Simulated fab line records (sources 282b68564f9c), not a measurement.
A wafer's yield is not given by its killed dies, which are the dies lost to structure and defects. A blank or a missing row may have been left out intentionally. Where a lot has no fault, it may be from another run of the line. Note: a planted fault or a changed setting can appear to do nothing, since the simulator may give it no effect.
8D (eight disciplines) problem report, filled in by code ; flow rit_cmos ; the parts of the form that need people (team, actions taken, sign-off) are left out

1. PROBLEM STATEMENT
Across 6 wafers from 2 lots, PRETRO_TW at RIT_PRETRO_TW_MEAS_10 averages 458.3, while fault-free wafers read 476.1 with a standard deviation of 2.7. That puts it -6.6 standard deviations away from the usual mean.
Seen first at day 4 19:21 on film_metro-04, wafer L152.1. The record holds 42 wafers of 14 lots with a number at this step. Rule for "out" (also "out of limits"): further than 4 standard deviations from the usual mean. The other wafers with a number count as sound.

2. WHAT IT IS; WHAT IT IS NOT
question;is;is not
which readings at this step;PRETRO_TW;-
which lots;L152, L156;L140, L141, L142, L144, L145, L146, L153, L157, L158, L159, L162, L163
which wafers of those lots;all that have a number;-
read on which gauges;film_metro-01, film_metro-04;film_metro-02
when;from day 4 19:21;"up to then (18 sound wafers); but 18 sound wafers of L153, L157, L158, L159, L162, L163 came after"

3. SUSPECTS, AND WHAT RULES EACH OUT
Counting: a tool at any process step up to the reading remains a suspect when it ran all the lots that are out and ran no sound lot after the first of those.
- the gauge at RIT_PRETRO_TW_MEAS_10 is ruled out. Those wafers that are out were read across 2 gauges (film_metro-01, film_metro-04).
- implanter-04 at RIT_PRETRO_IMPLANT_08: kept. Every lot that is out went through it, starting with L152 (day 4 19:01), and after that it ran no sound lot; the last sound lot it ran before then is L146 (day 3 13:25). Its own readings are out on those wafers: dose_ions_cm2, faraday_current_uA.
The count leaves implanter-04 at RIT_PRETRO_IMPLANT_08.

4. THE CAUSE (what the simulator had put in)
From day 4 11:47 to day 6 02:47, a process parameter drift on implanter-04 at RIT_PRETRO_IMPLANT_08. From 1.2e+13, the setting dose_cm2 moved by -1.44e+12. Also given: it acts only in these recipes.
After counting, this tool was the only one left.

5. THE CHAIN OF EFFECTS, in route order
Rows list readings where the struck wafers' mean (over those with a number) sits beyond 3 standard deviations from the usual. Only readings for which the record gives a usual standard deviation are gone through. hours: the time from each lot's start at the first step in this table that gives one to its start at this step, as a median over the lots. sigmas: the change in usual standard deviations.
hours;step;reading;usual;on struck wafers;change;sigmas
0;RIT_PRETRO_IMPLANT_08;dose_ions_cm2;1.1996e+13;1.0556e+13;-1.4400e+12;-99 or more
0;RIT_PRETRO_IMPLANT_08;faraday_current_uA;37.9;33.3;-4.6;-6.2
0;RIT_PRETRO_TW_MEAS_10;PRETRO_TW;476.1;458.3;-17.8;-6.6
Here are the process steps it includes:
- RIT_PRETRO_IMPLANT_08

6. WHAT WOULD HAVE CAUGHT IT SOONER
8 hours passed between the start of the fault at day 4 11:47 and the first reading out of limits at a measuring or inspecting step in this record, taken at day 4 19:21.
At RIT_PRETRO_IMPLANT_08, the tool's own readings (dose_ions_cm2, faraday_current_uA) were out on each struck wafer the step has a row for, so an alarm limit on them would have fired on the first such wafer.
Of the lots that are out (2), L156 began RIT_PRETRO_IMPLANT_08 on implanter-04 after day 4 19:21. Holding the tool at that time would have saved it.
